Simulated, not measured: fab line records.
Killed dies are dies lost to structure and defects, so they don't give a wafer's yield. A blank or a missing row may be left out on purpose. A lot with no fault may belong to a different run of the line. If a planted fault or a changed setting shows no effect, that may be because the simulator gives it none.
fab line records | flow berkeleyCmos170
record lots=5 | wafers=23
route steps=331 shown PLDD@148 NLDD@159 SPACER@171 NSD@188 BACKSIDE@202 CONTACT@226
startH: hours from the record's first day to the start of the lot's first wafer shown | waitH: time in hours since the lot's previous step | " same as the row above | L1.1+2: a single row standing in for several wafers | - either no value or no given start | * or withheld: withheld | < > ~ a bound
route shown NAME@n: a module of which the file shows steps, and the number in the route of the first | usual: average and standard deviation across the fault-free wafers | same: alike in all rows | chamber/n: place in a boat | sites: readings site by site | _std_site: how widely they spread, as a standard deviation | _edge_site: mean of outer sites minus mean of inner sites | radiusMm: how far each site lies from the wafer's centre | mask NAME#n: copy n | behind: the most recent tool/chamber to have shaped the wafer | hold: what put the lot on hold/how long, in hours/how the hold closed | device: which transistor (n, p or np) failed to switch | end of line: at the end of the route, the tests of the same wafers | a step with no rows: only its recipe | killed: dies that structure and defects cost at the first sort, which is not the same as the wafer's yield | map: dies across one wafer; x = killed, . = not, _ = none there
set.NAME: the setting the step ran with; set.NAME@STEP: the setting that earlier step ran with | model.NAME: the simulator's own value behind a step, which no gauge read
lots run with intentionally changed settings; tables by step, rows by wafer
## steps
# step UCB170_PLDD_EXPOSE_03
# recipe maskId=PSELECT | na=0.5 | sigmaOuter=0.6 | sourceShape=conventional | targetCdNm=1200 | doseMj=30
lot.wafer      | tool          | chamber | startH | waitH | mask      | set.doseMj
L076.1+6       | krfScanner-02 | 0       | 164.54 | 0.1   | PSELECT#0 | 31.85
L076.2+4+5     | "             | 0       | "      | "     | PSELECT#0 | 30
L078.1+3+4     | krfScanner-02 | 0       | 176.26 | 0.2   | PSELECT#0 | 30
L078.5+6       | "             | 0       | "      | "     | PSELECT#0 | 31.74
L082.1+2+3+4+5 | krfScanner-01 | 0       | 208.21 | 0.2   | PSELECT#0 | 30
L083.1+5+6     | krfScanner-02 | 0       | 208.49 | 0.2   | PSELECT#0 | 28.45
L083.2+3       | "             | 0       | "      | "     | PSELECT#0 | 30
L084.1+3+6     | krfScanner-01 | 0       | 208.73 | 0.3   | PSELECT#0 | 30
# step UCB170_PLDD_PEB_04
# recipe pebTempC=130 | pebTimeS=withheld | resist=KrF
# step UCB170_PLDD_DEVELOP_05
# recipe developer=TMAH | developTimeS=45 | resist=KrF | devTempC=21
# step UCB170_PLDD_CD_MEAS_06
# recipe targetCdNm=1200
# usual cdNm=1201.0/1.5
lot.wafer | tool     | chamber | startH | waitH | set.doseMj@PLDD_EXPOSE_03 | cdNm
L076.1    | cdSem-02 | -       | 164.93 | -     | 31.85                     | 1211.5
L076.2    | "        | -       | "      | "     | 30                        | 1201.1
L076.4    | "        | -       | "      | "     | 30                        | 1202.9
L076.5    | "        | -       | "      | "     | 30                        | 1201.7
L076.6    | "        | -       | "      | "     | 31.85                     | 1213.1
L078.1    | cdSem-02 | -       | 177.08 | -     | 30                        | 1198.7
L078.3    | "        | -       | "      | "     | 30                        | 1200.8
L078.4    | "        | -       | "      | "     | 30                        | 1202.2
L078.5    | "        | -       | "      | "     | 31.74                     | 1211.4
L078.6    | "        | -       | "      | "     | 31.74                     | 1211.7
L082.1    | cdSem-01 | -       | 208.64 | -     | 30                        | 1201.9
L082.2    | "        | -       | "      | "     | 30                        | 1201.0
L082.3    | "        | -       | "      | "     | 30                        | 1199.6
L082.4    | "        | -       | "      | "     | 30                        | 1201.1
L082.5    | "        | -       | "      | "     | 30                        | 1200.3
L083.1    | cdSem-02 | -       | 208.88 | -     | 28.45                     | 1191.2
L083.2    | "        | -       | "      | "     | 30                        | 1199.7
L083.3    | "        | -       | "      | "     | 30                        | 1202.1
L083.5    | "        | -       | "      | "     | 28.45                     | 1190.7
L083.6    | "        | -       | "      | "     | 28.45                     | 1193.3
L084.1    | cdSem-01 | -       | 209.12 | -     | 30                        | 1201.8
L084.3    | "        | -       | "      | "     | 30                        | 1202.1
L084.6    | "        | -       | "      | "     | 30                        | 1201.1
# step UCB170_PLDD_IMPLANT_08
# recipe species=BF2 | doseCm2=5e+13 | energyKev=10 | tiltDeg=7 | rotationDeg=0
# step UCB170_PLDD_IMPLANT_09
# recipe species=BF2 | doseCm2=5e+13 | energyKev=10 | tiltDeg=7 | rotationDeg=180
# step UCB170_PLDD_STRIP_10
# recipe chemistry=O2 | powerW=400 | pressureMtorr=3500 | platenTempC=withheld | o2FlowSccm=400 | overashFraction=0.5
# usual stripTimeToEndpointS=21.61/0.049
lot.wafer | tool           | chamber | startH | waitH | set.resistThkNm@PLDD_COAT_01 | stripTimeToEndpointS
L076.1    | plasmaAsher-03 | 0       | 165.39 | 0.1   | 923.5                        | 22.23
L076.2    | "              | 1       | "      | "     | 900                          | 21.66
L076.4    | "              | 0       | "      | "     | 900                          | 21.62
L076.5    | "              | 0       | "      | "     | 923.5                        | 22.20
L076.6    | "              | 1       | "      | "     | 900                          | 21.58
L078.1    | plasmaAsher-04 | 0       | 177.53 | 0.1   | 900                          | 21.59
L078.3    | "              | 1       | "      | "     | 876.6                        | 21.04
L078.4    | "              | 0       | "      | "     | 876.6                        | 21.09
L078.5    | "              | 0       | "      | "     | 900                          | 21.59
L078.6    | "              | 1       | "      | "     | 876.6                        | 21.00
L082.1    | plasmaAsher-04 | 0       | 209.09 | 0.1   | 900                          | 21.54
L082.2    | "              | 1       | "      | "     | 940.5                        | 22.55
L082.3    | "              | 1       | "      | "     | 940.5                        | 22.52
L082.4    | "              | 0       | "      | "     | 900                          | 21.56
L082.5    | "              | 1       | "      | "     | 900                          | 21.59
L083.1    | plasmaAsher-01 | 0       | 209.33 | 0.1   | 900                          | 21.65
L083.2    | "              | 1       | "      | "     | 900                          | 21.67
L083.3    | "              | 1       | "      | "     | 875.7                        | 21.03
L083.5    | "              | 1       | "      | "     | 900                          | 21.60
L083.6    | "              | 0       | "      | "     | 875.7                        | 21.09
L084.1    | plasmaAsher-04 | 1       | 209.58 | 0.1   | 900                          | 21.59
L084.3    | "              | 1       | "      | "     | 900                          | 21.56
L084.6    | "              | 1       | "      | "     | 900                          | 21.63
# step UCB170_NLDD_COAT_01
# recipe resist=KrF | spinRpm=1500 | resistThkNm=900
lot.wafer | tool          | chamber | startH | waitH | set.resistThkNm | model.KrF_of_NLDD_COAT_01.thkNm
L076.1    | lithoTrack-01 | 0       | 165.87 | 0.1   | 900             | 902.6
L076.2    | "             | 0       | "      | "     | 900             | 901.4
L076.4    | "             | 0       | "      | "     | 900             | 903
L076.5    | "             | 0       | "      | "     | 900             | 904.2
L076.6    | "             | 0       | "      | "     | 900             | 903.5
L078.1    | lithoTrack-02 | 0       | 178.18 | 0.1   | 900             | 896.2
L078.3    | "             | 0       | "      | "     | 900             | 892.5
L078.4    | "             | 0       | "      | "     | 900             | 897.4
L078.5    | "             | 0       | "      | "     | 900             | 894.5
L078.6    | "             | 0       | "      | "     | 900             | 896.3
L082.1    | lithoTrack-03 | 0       | 209.72 | 0.1   | 900             | 904
L082.2    | "             | 0       | "      | "     | 846.1           | 849.6
L082.3    | "             | 0       | "      | "     | 846.1           | 851.7
L082.4    | "             | 0       | "      | "     | 900             | 903.7
L082.5    | "             | 0       | "      | "     | 846.1           | 848.1
L083.1    | lithoTrack-03 | 0       | 210.17 | 0.1   | 900             | 898
L083.2    | "             | 0       | "      | "     | 927.7           | 928.3
L083.3    | "             | 0       | "      | "     | 900             | 899.1
L083.5    | "             | 0       | "      | "     | 900             | 899.8
L083.6    | "             | 0       | "      | "     | 927.7           | 929.4
L084.1    | lithoTrack-02 | 0       | 210.39 | 0.1   | 900             | 900.9
L084.3    | "             | 0       | "      | "     | 900             | 898.9
L084.6    | "             | 0       | "      | "     | 900             | 897.3
# step UCB170_NLDD_SOFTBAKE_02
# recipe resist=KrF | tempC=130 | timeS=60
# step UCB170_NLDD_EXPOSE_03
# recipe maskId=NSELECT | na=0.5 | sigmaOuter=0.6 | sourceShape=conventional | targetCdNm=1200 | doseMj=30
# step UCB170_NLDD_IMPLANT_08
# recipe species=As | doseCm2=5e+13 | energyKev=30 | tiltDeg=7 | rotationDeg=0
# step UCB170_NLDD_IMPLANT_09
# recipe species=As | doseCm2=5e+13 | energyKev=30 | tiltDeg=7 | rotationDeg=180
# step UCB170_NLDD_STRIP_10
# recipe chemistry=O2 | powerW=400 | pressureMtorr=3500 | platenTempC=withheld | o2FlowSccm=400 | overashFraction=0.5
# usual stripTimeToEndpointS=21.63/0.062
lot.wafer | tool           | chamber | startH | waitH | set.resistThkNm@NLDD_COAT_01 | stripTimeToEndpointS
L076.1    | plasmaAsher-01 | 1       | 167.22 | 0.1   | 900                          | 21.67
L076.2    | "              | 0       | "      | "     | 900                          | 21.66
L076.4    | "              | 0       | "      | "     | 900                          | 21.70
L076.5    | "              | 1       | "      | "     | 900                          | 21.74
L076.6    | "              | 0       | "      | "     | 900                          | 21.70
L078.1    | plasmaAsher-02 | 0       | 179.66 | 0.1   | 900                          | 21.53
L078.3    | "              | 0       | "      | "     | 900                          | 21.46
L078.4    | "              | 1       | "      | "     | 900                          | 21.57
L078.5    | "              | 1       | "      | "     | 900                          | 21.49
L078.6    | "              | 0       | "      | "     | 900                          | 21.54
L082.1    | plasmaAsher-01 | 0       | 211.20 | 0.1   | 900                          | 21.70
L082.2    | "              | 1       | "      | "     | 846.1                        | 20.42
L082.3    | "              | 1       | "      | "     | 846.1                        | 20.47
L082.4    | "              | 0       | "      | "     | 900                          | 21.71
L082.5    | "              | 1       | "      | "     | 846.1                        | 20.39
L083.1    | plasmaAsher-02 | 1       | 211.42 | 0.1   | 900                          | 21.59
L083.2    | "              | 0       | "      | "     | 927.7                        | 22.31
L083.3    | "              | 1       | "      | "     | 900                          | 21.62
L083.5    | "              | 0       | "      | "     | 900                          | 21.62
L083.6    | "              | 1       | "      | "     | 927.7                        | 22.33
L084.1    | plasmaAsher-01 | 0       | 211.69 | 0.1   | 900                          | 21.65
L084.3    | "              | 1       | "      | "     | 900                          | 21.60
L084.6    | "              | 1       | "      | "     | 900                          | 21.56
# step UCB170_SPACER_CVD_00
# recipe material=SiO2 | targetThkNm=376 | tempC=390 | precursor=TEOS/O2 | timeS=47 | rfW=550 | pressureMtorr=9000
lot.wafer | tool     | chamber | startH | waitH | set.timeS | model.SiO2_of_SPACER_CVD_00.thkNm
L076.1    | pecvd-01 | 1       | 167.56 | 0.0   | 42.69     | 325.8
L076.2    | "        | 0       | "      | "     | 42.69     | 340.5
L076.4    | "        | 2       | "      | "     | 47        | 374.7
L076.5    | "        | 0       | "      | "     | 47        | 376.3
L076.6    | "        | 1       | "      | "     | 47        | 372.8
L078.1    | pecvd-03 | 1       | 180.12 | 0.0   | 50.83     | 402.2
L078.3    | "        | 2       | "      | "     | 47        | 374.3
L078.4    | "        | 1       | "      | "     | 47        | 381.8
L078.5    | "        | 2       | "      | "     | 47        | 376.9
L078.6    | "        | 0       | "      | "     | 50.83     | 406.6
L082.1    | pecvd-01 | 2       | 214.03 | 0.0   | 47        | 372.7
L082.2    | "        | 0       | "      | "     | 47        | 366.1
L082.3    | "        | 1       | "      | "     | 52.27     | 408.2
L082.4    | "        | 1       | "      | "     | 47        | 371.9
L082.5    | "        | 2       | "      | "     | 52.27     | 421
L083.1    | pecvd-02 | 2       | 214.03 | 0.0   | 50.66     | 396.5
L083.2    | "        | 0       | "      | "     | 50.66     | 403.2
L083.3    | "        | 1       | "      | "     | 47        | 369.2
L083.5    | "        | 2       | "      | "     | 47        | 370.9
L083.6    | "        | 1       | "      | "     | 47        | 374.5
L084.1    | pecvd-03 | 0       | 214.03 | 0.0   | 47        | 375.3
L084.3    | "        | 1       | "      | "     | 47        | 374.8
L084.6    | "        | 0       | "      | "     | 47        | 373.1
# step UCB170_SPACER_THK_MEAS_01
# recipe reads=SiO2_of_SPACER_CVD_00
# usual SPACER_TEOS_THK=375/4.8
lot.wafer | tool         | chamber | startH | waitH | set.timeS@SPACER_CVD_00 | SPACER_TEOS_THK[nm]
L076.1    | filmMetro-02 | -       | 167.60 | 0.0   | 42.69                   | 326
L076.2    | "            | -       | "      | "     | 42.69                   | 340
L076.4    | "            | -       | "      | "     | 47                      | 375
L076.5    | "            | -       | "      | "     | 47                      | 376
L076.6    | "            | -       | "      | "     | 47                      | 373
L078.1    | filmMetro-03 | -       | 180.16 | 0.0   | 50.83                   | 402
L078.3    | "            | -       | "      | "     | 47                      | 375
L078.4    | "            | -       | "      | "     | 47                      | 382
L078.5    | "            | -       | "      | "     | 47                      | 377
L078.6    | "            | -       | "      | "     | 50.83                   | 407
L082.1    | filmMetro-01 | -       | 214.07 | 0.0   | 47                      | 373
L082.2    | "            | -       | "      | "     | 47                      | 366
L082.3    | "            | -       | "      | "     | 52.27                   | 409
L082.4    | "            | -       | "      | "     | 47                      | 372
L082.5    | "            | -       | "      | "     | 52.27                   | 421
L083.1    | filmMetro-02 | -       | 214.07 | 0.0   | 50.66                   | 397
L083.2    | "            | -       | "      | "     | 50.66                   | 403
L083.3    | "            | -       | "      | "     | 47                      | 370
L083.5    | "            | -       | "      | "     | 47                      | 371
L083.6    | "            | -       | "      | "     | 47                      | 374
L084.1    | filmMetro-03 | -       | 214.07 | 0.0   | 47                      | 375
L084.3    | "            | -       | "      | "     | 47                      | 375
L084.6    | "            | -       | "      | "     | 47                      | 373
# step UCB170_SPACER_ANNEAL_02
# recipe tempC=902.5 | timeS=1800 | ambient=N2
# step UCB170_SPACER_ETCHBACK_03
# recipe stopOn=Si | target=SiO2 | chemistry=CHF3/CF4/Ar | CHF3_flow_sccm=50 | cf4FlowSccm=10 | Ar_flow_sccm=120 | pressureMtorr=200 | rfW=500 | targetDepthA=3760 | timeS=100
# usual oesProductAu=0.898/0.016
lot.wafer | tool       | chamber | startH | waitH | set.timeS@SPACER_CVD_00 | oesProductAu | model.etch.depthNm
L076.1    | rieDiel-04 | 2       | 175.16 | 0.0   | 42.69                   | 0.796        | 325.8
L076.2    | "          | 0       | "      | "     | 42.69                   | 0.844        | 340.5
L076.4    | "          | 3       | "      | "     | 47                      | 0.904        | 374.7
L076.5    | "          | 0       | "      | "     | 47                      | 0.899        | 376.3
L076.6    | "          | 1       | "      | "     | 47                      | 0.911        | 372.8
L078.1    | rieDiel-01 | 2       | 187.88 | 0.0   | 50.83                   | 0.948        | 402.2
L078.3    | "          | 1       | "      | "     | 47                      | 0.889        | 374.3
L078.4    | "          | 0       | "      | "     | 47                      | 0.903        | 381.8
L078.5    | "          | 3       | "      | "     | 47                      | 0.892        | 376.9
L078.6    | "          | 0       | "      | "     | 50.83                   | 0.936        | 406.6
L082.1    | rieDiel-01 | 1       | 218.56 | 0.0   | 47                      | 0.888        | 372.7
L082.2    | "          | 3       | "      | "     | 47                      | 0.866        | 366.1
L082.3    | "          | 2       | "      | "     | 52.27                   | 0.950        | 408.2
L082.4    | "          | 0       | "      | "     | 47                      | 0.879        | 371.9
L082.5    | "          | 1       | "      | "     | 52.27                   | 0.979        | 421
L084.1    | rieDiel-02 | 0       | 218.56 | 0.0   | 47                      | 0.886        | 375.3
L084.3    | "          | 2       | "      | "     | 47                      | 0.894        | 374.8
L084.6    | "          | 3       | "      | "     | 47                      | 0.902        | 373.1
L083.1    | rieDiel-02 | 1       | 218.63 | 0.1   | 50.66                   | 0.945        | 396.5
L083.2    | "          | 2       | "      | "     | 50.66                   | 0.947        | 403.2
L083.3    | "          | 0       | "      | "     | 47                      | 0.868        | 369.2
L083.5    | "          | 0       | "      | "     | 47                      | 0.878        | 370.9
L083.6    | "          | 3       | "      | "     | 47                      | 0.910        | 374.5
# step UCB170_NSD_COAT_01
# recipe resist=KrF | spinRpm=1500 | resistThkNm=900
lot.wafer | tool          | chamber | startH | waitH | set.resistThkNm | model.KrF_of_NSD_COAT_01.thkNm
L076.1    | lithoTrack-04 | 0       | 177.38 | 0.1   | 900             | 900
L076.2    | "             | 0       | "      | "     | 900             | 897.2
L076.4    | "             | 0       | "      | "     | 900             | 901.6
L076.5    | "             | 0       | "      | "     | 900             | 900.6
L076.6    | "             | 0       | "      | "     | 900             | 902.3
L078.1    | lithoTrack-03 | 0       | 190.58 | 0.1   | 900             | 901.8
L078.3    | "             | 0       | "      | "     | 872.8           | 873.3
L078.4    | "             | 0       | "      | "     | 900             | 898.5
L078.5    | "             | 0       | "      | "     | 872.8           | 874.4
L078.6    | "             | 0       | "      | "     | 900             | 901.4
L084.1    | lithoTrack-03 | 0       | 220.97 | 0.1   | 900             | 900
L084.3    | "             | 0       | "      | "     | 900             | 900.1
L084.6    | "             | 0       | "      | "     | 900             | 898
L083.1    | lithoTrack-01 | 0       | 221.30 | 0.1   | 900             | 898.5
L083.2    | "             | 0       | "      | "     | 900             | 898.6
L083.3    | "             | 0       | "      | "     | 922.1           | 920.4
L083.5    | "             | 0       | "      | "     | 922.1           | 917.4
L083.6    | "             | 0       | "      | "     | 900             | 899.7
L082.1    | lithoTrack-03 | 0       | 221.42 | 0.1   | 900             | 896.8
L082.2    | "             | 0       | "      | "     | 900             | 898.9
L082.3    | "             | 0       | "      | "     | 900             | 899.5
L082.4    | "             | 0       | "      | "     | 900             | 898
L082.5    | "             | 0       | "      | "     | 900             | 898.7
# step UCB170_NSD_PEB_04
# recipe pebTempC=130 | pebTimeS=withheld | resist=KrF
lot.wafer      | tool          | chamber | startH | waitH | set.pebTempC
L076.1+4+6     | lithoTrack-03 | 0       | 178.05 | 0.2   | 130
L076.2+5       | "             | 0       | "      | "     | 131.5
L078.1+3       | lithoTrack-01 | 0       | 191.12 | 0.1   | 128.2
L078.4+5+6     | "             | 0       | "      | "     | 130
L084.1+3+6     | lithoTrack-01 | 0       | 221.87 | 0.3   | 130
L083.1+2+3+5+6 | lithoTrack-03 | 0       | 222.00 | 0.2   | 130
L082.1+2+5     | lithoTrack-04 | 0       | 222.22 | 0.1   | 127.1
L082.3+4       | "             | 0       | "      | "     | 130
# step UCB170_NSD_DEVELOP_05
# recipe developer=TMAH | developTimeS=45 | resist=KrF | devTempC=21
# step UCB170_NSD_CD_MEAS_06
# recipe targetCdNm=1200
# usual cdNm=1199.9/1.3
lot.wafer | tool     | chamber | startH | waitH | set.pebTempC@NSD_PEB_04 | cdNm
L076.1    | cdSem-01 | -       | 178.32 | -     | 130                     | 1198.2
L076.2    | "        | -       | "      | "     | 131.5                   | 1209.0
L076.4    | "        | -       | "      | "     | 130                     | 1197.2
L076.5    | "        | -       | "      | "     | 131.5                   | 1208.2
L076.6    | "        | -       | "      | "     | 130                     | 1197.7
L078.1    | cdSem-02 | -       | 191.40 | -     | 128.2                   | 1186.2
L078.3    | "        | -       | "      | "     | 128.2                   | 1187.0
L078.4    | "        | -       | "      | "     | 130                     | 1200.1
L078.5    | "        | -       | "      | "     | 130                     | 1201.3
L078.6    | "        | -       | "      | "     | 130                     | 1198.6
L084.1    | cdSem-02 | -       | 222.15 | -     | 130                     | 1198.1
L084.3    | "        | -       | "      | "     | 130                     | 1200.6
L084.6    | "        | -       | "      | "     | 130                     | 1198.4
L083.1    | cdSem-02 | -       | 222.27 | -     | 130                     | 1200.2
L083.2    | "        | -       | "      | "     | 130                     | 1201.1
L083.3    | "        | -       | "      | "     | 130                     | 1199.7
L083.5    | "        | -       | "      | "     | 130                     | 1200.8
L083.6    | "        | -       | "      | "     | 130                     | 1201.4
L082.1    | cdSem-02 | -       | 222.54 | -     | 127.1                   | 1177.4
L082.2    | "        | -       | "      | "     | 127.1                   | 1178.0
L082.3    | "        | -       | "      | "     | 130                     | 1198.5
L082.4    | "        | -       | "      | "     | 130                     | 1199.8
L082.5    | "        | -       | "      | "     | 127.1                   | 1178.3
# step UCB170_NSD_IMPLANT_08
# recipe species=P | doseCm2=3e+15 | energyKev=40 | tiltDeg=7
# step UCB170_NSD_STRIP_09
# recipe chemistry=O2 | powerW=400 | pressureMtorr=3500 | platenTempC=withheld | o2FlowSccm=400 | overashFraction=0.5
# usual stripTimeToEndpointS=35.80/0.071
lot.wafer | tool           | chamber | startH | waitH | set.resistThkNm@NSD_COAT_01 | stripTimeToEndpointS
L076.1    | plasmaAsher-02 | 1       | 178.63 | 0.1   | 900                         | 35.85
L076.2    | "              | 0       | "      | "     | 900                         | 35.77
L076.4    | "              | 0       | "      | "     | 900                         | 35.87
L076.5    | "              | 1       | "      | "     | 900                         | 35.83
L076.6    | "              | 0       | "      | "     | 900                         | 35.91
L078.1    | plasmaAsher-04 | 0       | 191.70 | 0.1   | 900                         | 35.74
L078.3    | "              | 0       | "      | "     | 872.8                       | 35.04
L078.4    | "              | 1       | "      | "     | 900                         | 35.68
L078.5    | "              | 1       | "      | "     | 872.8                       | 35.11
L078.6    | "              | 0       | "      | "     | 900                         | 35.76
L084.1    | plasmaAsher-01 | 0       | 222.46 | 0.1   | 900                         | 35.84
L084.3    | "              | 1       | "      | "     | 900                         | 35.86
L084.6    | "              | 1       | "      | "     | 900                         | 35.81
L083.1    | plasmaAsher-02 | 0       | 222.58 | 0.1   | 900                         | 35.78
L083.2    | "              | 1       | "      | "     | 900                         | 35.75
L083.3    | "              | 1       | "      | "     | 922.1                       | 36.28
L083.5    | "              | 0       | "      | "     | 922.1                       | 36.18
L083.6    | "              | 1       | "      | "     | 900                         | 35.76
L082.1    | plasmaAsher-02 | 1       | 222.85 | 0.1   | 900                         | 35.70
L082.2    | "              | 0       | "      | "     | 900                         | 35.79
L082.3    | "              | 1       | "      | "     | 900                         | 35.79
L082.4    | "              | 0       | "      | "     | 900                         | 35.71
L082.5    | "              | 1       | "      | "     | 900                         | 35.79
# step UCB170_BACKSIDE_STRIP_03
# recipe chemistry=O2 | powerW=400 | pressureMtorr=3500 | platenTempC=withheld | o2FlowSccm=400 | overashFraction=0.5
# usual oesProductAu=0.735/0.005 | stripTimeToEndpointS=21.96/0.078
lot.wafer | tool           | chamber | startH | waitH | set.powerW | oesProductAu | stripTimeToEndpointS
L076.1    | plasmaAsher-04 | 1       | 179.66 | 0.1   | 400        | 0.741        | 21.91
L076.2    | "              | 0       | "      | "     | 400        | 0.728        | 21.86
L076.4    | "              | 1       | "      | "     | 400        | 0.739        | 21.90
L076.5    | "              | 1       | "      | "     | 400        | 0.735        | 21.80
L076.6    | "              | 0       | "      | "     | 400        | 0.741        | 21.87
L078.1    | plasmaAsher-01 | 1       | 192.58 | 0.1   | 400        | 0.734        | 21.95
L078.3    | "              | 0       | "      | "     | 400        | 0.741        | 22.00
L078.4    | "              | 1       | "      | "     | 400        | 0.735        | 22.04
L078.5    | "              | 1       | "      | "     | 400        | 0.739        | 21.99
L078.6    | "              | 0       | "      | "     | 400        | 0.731        | 22.01
L084.1    | plasmaAsher-04 | 0       | 223.34 | 0.1   | 400        | 0.740        | 22.05
L084.3    | "              | 0       | "      | "     | 400        | 0.730        | 22.06
L084.6    | "              | 0       | "      | "     | 400        | 0.735        | 22.02
L083.1    | plasmaAsher-01 | 0       | 223.57 | 0.1   | 430.1      | 0.758        | 20.82
L083.2    | "              | 1       | "      | "     | 400        | 0.738        | 21.98
L083.3    | "              | 0       | "      | "     | 400        | 0.736        | 22.03
L083.5    | "              | 1       | "      | "     | 430.1      | 0.761        | 20.84
L083.6    | "              | 0       | "      | "     | 400        | 0.736        | 21.95
L082.1    | plasmaAsher-01 | 1       | 224.02 | 0.1   | 400        | 0.737        | 22.00
L082.2    | "              | 0       | "      | "     | 383.4      | 0.712        | 22.62
L082.3    | "              | 0       | "      | "     | 383.4      | 0.723        | 22.66
L082.4    | "              | 1       | "      | "     | 400        | 0.729        | 21.95
L082.5    | "              | 0       | "      | "     | 400        | 0.739        | 21.91
# step UCB170_CONTACT_COAT_10
# recipe resist=KrF | spinRpm=1500 | resistThkNm=900
lot.wafer | tool          | chamber | startH | waitH | set.resistThkNm | model.KrF_of_CONTACT_COAT_10.thkNm
L076.1    | lithoTrack-03 | 0       | -      | -     | 900             | 900.4
L076.2    | "             | 0       | "      | "     | 871.8           | 867.2
L076.4    | "             | 0       | "      | "     | 871.8           | 870.7
L076.5    | "             | 0       | "      | "     | 871.8           | 868.4
L076.6    | "             | 0       | "      | "     | 900             | 900.1
L078.1    | lithoTrack-01 | 0       | -      | -     | 941.4           | 946.8
L078.3    | "             | 0       | "      | "     | 941.4           | 943.8
L078.4+5  | "             | 0       | "      | "     | 900             | 901.8
L078.6    | "             | 0       | "      | "     | 941.4           | 943
L084.1    | lithoTrack-02 | 0       | -      | -     | 900             | 902.5
L084.3    | "             | 0       | "      | "     | 900             | 901.3
L084.6    | "             | 0       | "      | "     | 900             | 900.7
L083.1    | lithoTrack-01 | 0       | -      | -     | 923.2           | 925.9
L083.2    | "             | 0       | "      | "     | 923.2           | 924
L083.3    | "             | 0       | "      | "     | 900             | 901.5
L083.5    | "             | 0       | "      | "     | 923.2           | 925.5
L083.6    | "             | 0       | "      | "     | 900             | 903.3
L082.1    | lithoTrack-01 | 0       | -      | -     | 900             | 899.7
L082.2    | "             | 0       | "      | "     | 900             | 897.1
L082.3    | "             | 0       | "      | "     | 900             | 898.6
L082.4    | "             | 0       | "      | "     | 900             | 902.4
L082.5    | "             | 0       | "      | "     | 900             | 900.9
## key
split step=UCB170_PLDD_EXPOSE_03 | setting=doseMj | stated=30 | by=wafer
response step=UCB170_PLDD_CD_MEAS_06 | reading=cdNm | change=+1.78 | per=1% | r=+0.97
split step=UCB170_NLDD_COAT_01 | setting=resistThkNm | stated=900 | by=wafer
response step=UCB170_NLDD_COAT_01 | reading=model.KrF_of_NLDD_COAT_01.thkNm | change=+9.17 | per=1% | r=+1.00
response step=UCB170_NLDD_STRIP_10 | reading=stripTimeToEndpointS | change=* | per=1% | r=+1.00
split step=UCB170_SPACER_CVD_00 | setting=timeS | stated=47 | by=wafer
response step=UCB170_SPACER_CVD_00 | reading=model.SiO2_of_SPACER_CVD_00.thkNm | change=+3.91 | per=1% | r=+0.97
response step=UCB170_SPACER_THK_MEAS_01 | reading=SPACER_TEOS_THK | change=+3.92 | per=1% | r=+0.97
response step=UCB170_SPACER_ETCHBACK_03 | reading=oesProductAu | change=+0.00776 | per=1% | r=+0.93
response step=UCB170_SPACER_ETCHBACK_03 | reading=model.etch.depthNm | change=+3.91 | per=1% | r=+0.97
split step=UCB170_NSD_COAT_01 | setting=resistThkNm | stated=900 | by=wafer
response step=UCB170_NSD_COAT_01 | reading=model.KrF_of_NSD_COAT_01.thkNm | change=+8.56 | per=1% | r=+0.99
response step=UCB170_NSD_STRIP_09 | reading=stripTimeToEndpointS | change=* | per=1% | r=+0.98
split step=UCB170_NSD_PEB_04 | setting=pebTempC | stated=130 | by=wafer
response step=UCB170_NSD_CD_MEAS_06 | reading=cdNm | change=+9.55 | per=1% | r=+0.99
split step=UCB170_BACKSIDE_STRIP_03 | setting=powerW | stated=400 | by=wafer
response step=UCB170_BACKSIDE_STRIP_03 | reading=oesProductAu | change=+0.00329 | per=1% | r=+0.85
response step=UCB170_BACKSIDE_STRIP_03 | reading=stripTimeToEndpointS | change=* | per=1% | r=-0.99
split step=UCB170_CONTACT_COAT_10 | setting=resistThkNm | stated=900 | by=wafer
response step=UCB170_CONTACT_COAT_10 | reading=model.KrF_of_CONTACT_COAT_10.thkNm | change=+9.41 | per=1% | r=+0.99
split outsideThisFile step=UCB170_PLDD_COAT_01 setting=resistThkNm
# split outsideThisFile: this setting was split too, and the file shows its column; the key of that split is in another file
